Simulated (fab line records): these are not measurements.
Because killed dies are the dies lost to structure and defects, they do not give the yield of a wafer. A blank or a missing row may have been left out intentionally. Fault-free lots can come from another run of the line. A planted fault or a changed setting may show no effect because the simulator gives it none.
One fault through the eyes of 2 desks ; flow berkeley cmos170 ; only its own numbers are on each desk; what lay behind them is given at the end

THE METROLOGY DESK
Lot by lot, what the gauges showed, no matter which tool ran the lot: averages of those sampled wafers that carry a number. The brackets show how far a lot's mean lies from the usual mean; more than 4 standard deviations puts the lot out of limits, marked OUT.
Columns: A = M1_AL_RS at UCB170_M1_RS_MEAS_01, usual 0.0488 ohm/sq; B = M1_AL_THK at UCB170_M1_THK_MEAS_02, usual 595 nm; C = cd nm at UCB170_M1_CD_MEAS_09, usual 699.9 nm; D = M1_OVL at UCB170_M1_OVL_MEAS_10, usual 1 nm
lot;first seen here;A;B;C;D
L754;day 8 11:44;0.0484;597;698.6;-3
L759;day 9 15:31;0.0492;587;700.6;-1
L760;day 9 15:46;0.0486;595;700.6;-3
L773;day 12 14:49;0.0489;594;701.3;3
L774;day 12 16:44;0.0480;602;698.3;-2
L776;day 13 10:48;0.0488;594;700.5;1
Result from this desk: across the 6 lots, nothing is out of limits.

THE TOOL OWNER'S DESK: rie metal-01
The tool's own readings at UCB170_M1_METAL_ETCH_12 (etches Al in Cl2/BCl3, stops on PSG, target depth 780 nm, time 124.5 s): means of the sampled wafers that have a number, for each lot that ran on this tool. The brackets show how far a lot's mean lies from the usual mean; more than 4 standard deviations puts the lot out of limits, marked OUT.
Columns: A = bias w at UCB170_M1_METAL_ETCH_12, usual 120.0 W; B = chamber pressure mTorr at UCB170_M1_METAL_ETCH_12, usual 11.997 mTorr; C = drypump motor current A at UCB170_M1_METAL_ETCH_12, usual 5.9 A; D = oes product au at UCB170_M1_METAL_ETCH_12, usual 0.870 a.u.; E = throttle valve pct at UCB170_M1_METAL_ETCH_12, usual 24.38 %
lot;first seen here;A;B;C;D;E
L760;day 9 17:52;120.0;11.991;5.7;0.881;24.32
L773;day 12 16:25;162.0 (+99 or more) OUT;11.992;6.0;0.854;24.27
L774;day 12 18:11;148.1 (+83) OUT;11.992;5.7;0.875;24.30
This desk's verdict: out of limits on L773, L774, starting with L773 at day 12 16:25 (bias w at UCB170_M1_METAL_ETCH_12). L760 stayed within limits.

BROUGHT TOGETHER
The tool owner's desk had the chance to raise an alarm at day 12 16:25 on L773, L774.
Nothing out of limits was seen by the metrology desk.
The metrology desk has L773, L774 on record, within its limits.
All the named lots went through UCB170_M1_METAL_ETCH_12 on rie metal-01.

WHAT WAS PUT IN BY THE SIMULATOR
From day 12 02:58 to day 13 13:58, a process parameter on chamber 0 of rie metal-01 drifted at UCB170_M1_METAL_ETCH_12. A move of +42 in setting bias w, from 120. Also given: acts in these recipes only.
Struck lots among those shown: L773, L774.
Each desk's first reading out of limits, in hours after the fault started: the tool owner's desk, 13.
